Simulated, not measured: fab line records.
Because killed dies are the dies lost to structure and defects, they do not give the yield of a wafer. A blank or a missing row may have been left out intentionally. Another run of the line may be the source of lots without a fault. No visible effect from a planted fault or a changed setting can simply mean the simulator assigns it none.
Which tool was responsible? | flow berkeley_cmos170 | 39 wafers from 13 lots sampled at 3 of the route's 331 steps

== WHAT EACH GAUGE READ, for each wafer ==
UCB170_PLDD_TW_MEAS_11. Usual: PLDD_TW gives 1013 (standard deviation 11).
lot  | measured     | on            | PLDD_TW        | flag
L266 | day 6 16:02  | film_metro-02 | 993 996 1000   |
L265 | day 6 16:19  | film_metro-02 | 993 999 989    |
L267 | day 6 16:32  | film_metro-01 | 1029 1021 1020 |
L269 | day 7 06:38  | film_metro-04 | 1017 1020 1025 |
L268 | day 7 07:11  | film_metro-01 | 1017 1020 1021 |
L274 | day 8 09:07  | film_metro-02 | 969 970 972    | OFF
L277 | day 8 23:16  | film_metro-04 | 1017 1020 1021 |
L280 | day 9 14:58  | film_metro-01 | 1022 1018 1019 |
L279 | day 9 15:08  | film_metro-01 | 1021 1020 1027 |
L283 | day 9 23:19  | film_metro-01 | 1017 1024 1022 |
L282 | day 9 23:34  | film_metro-04 | 1025 1026 1021 |
L285 | day 10 19:40 | film_metro-01 | 1016 1012 1019 |
L288 | day 11 12:59 | film_metro-02 | 994 995 993    |

UCB170_SDANNEAL_RS_MEAS_04: measures by four-point-probe. Usual: PLDD_RS gives 1036 ohm/sq (standard deviation 3.1).
lot  | measured     | on            | PLDD_RS (ohm/sq) | flag
L266 | day 7 04:50  | film_metro-02 | 1037 1036 1038   |
L265 | day 7 05:40  | film_metro-01 | 1044 1040 1042   |
L267 | day 7 06:02  | film_metro-04 | 1029 1034 1034   |
L269 | day 7 16:38  | film_metro-04 | 1033 1031 1034   |
L268 | day 7 17:11  | film_metro-02 | 1035 1036 1039   |
L274 | day 9 03:03  | film_metro-01 | 1110 1110 1107   | OFF
L277 | day 9 10:58  | film_metro-02 | 1035 1037 1035   |
L280 | day 10 05:44 | film_metro-04 | 1039 1038 1039   |
L279 | day 10 06:46 | film_metro-02 | 1032 1036 1031   |
L283 | day 10 10:31 | film_metro-04 | 1041 1040 1038   |
L282 | day 10 10:35 | film_metro-02 | 1029 1033 1033   |
L285 | day 11 09:31 | film_metro-04 | 1036 1036 1036   |
L288 | day 12 01:46 | film_metro-04 | 1036 1034 1034   |

== WHAT TOOL EACH LOT RAN ON (gives the tool, then ch and the chambers of the sampled wafers, and finally the start) ==
lot  | UCB170_PLDD_IMPLANT_09
L266 | implanter-02 ch 0, day 6 15:47
L265 | implanter-01 ch 0, day 6 16:05
L267 | implanter-02 ch 0, day 6 16:19
L269 | implanter-02 ch 0, day 7 06:23
L268 | implanter-03 ch 0, day 7 06:58
L274 | implanter-03 ch 0, day 8 08:53
L277 | implanter-02 ch 0, day 8 23:02
L280 | implanter-01 ch 0, day 9 14:43
L279 | implanter-02 ch 0, day 9 14:53
L283 | implanter-02 ch 0, day 9 23:04
L282 | implanter-01 ch 0, day 9 23:19
L285 | implanter-01 ch 0, day 10 19:27
L288 | implanter-01 ch 0, day 11 12:46
- UCB170_PLDD_IMPLANT_09

== AS READ BY THE TOOLS THEMSELVES (means over the sampled wafers that have a number; for cases with no such wafer, the mark the record gives instead) ==
UCB170_PLDD_IMPLANT_09. Usual: beam_energy_keV 9.9998, standard deviation 0.0028.
lot  | tool         | beam_energy_keV | flag
L266 | implanter-02 | 9.9951          |
L265 | implanter-01 | 9.9991          |
L267 | implanter-02 | 10.0030         |
L269 | implanter-02 | 10.0017         |
L268 | implanter-03 | 9.9968          |
L274 | implanter-03 | 9.9981          |
L277 | implanter-02 | 9.9997          |
L280 | implanter-01 | 10.0010         |
L279 | implanter-02 | 10.0009         |
L283 | implanter-02 | 10.0002         |
L282 | implanter-01 | 10.0022         |
L285 | implanter-01 | 9.9990          |
L288 | implanter-01 | 9.9971          |

== THE ANSWER, worked out from the rows above alone ==
Rule: lot off if the mean of its wafers having a number is beyond 3 standard deviations from the usual mean. Also off: a lot with no number at a reading for which 4 or more lots have one. All remaining lots with rows at the step are treated as sound. First the gauges in route order, then the tools' own readings, where a lot's mean is used as printed above. The first step at which some lot is off is used, and at that step the reading that is off furthest; a lot without a number counts as furthest.
Off: at UCB170_PLDD_TW_MEAS_11 (PLDD_TW), L274.
A tool fits if, at a process step before that reading, it ran every lot that is off, and no sound lot after the first of them. Not tried: the gauges at UCB170_PLDD_TW_MEAS_11; whatever is off there is also off at UCB170_SDANNEAL_RS_MEAS_04, on other tools, and gauge error can't account for it. One fits: UCB170_PLDD_IMPLANT_09 on implanter-03. A fault onset in the window from L268 (day 7 06:58, its last sound lot) to L274 (day 8 08:53, its first lot off) fits.

== WHAT THE SIMULATOR HAD INSERTED ==
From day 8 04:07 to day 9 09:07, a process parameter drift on implanter-03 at UCB170_PLDD_IMPLANT_09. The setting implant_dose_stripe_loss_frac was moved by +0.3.
Lots struck among those shown: L274. Same finding as the rule above.
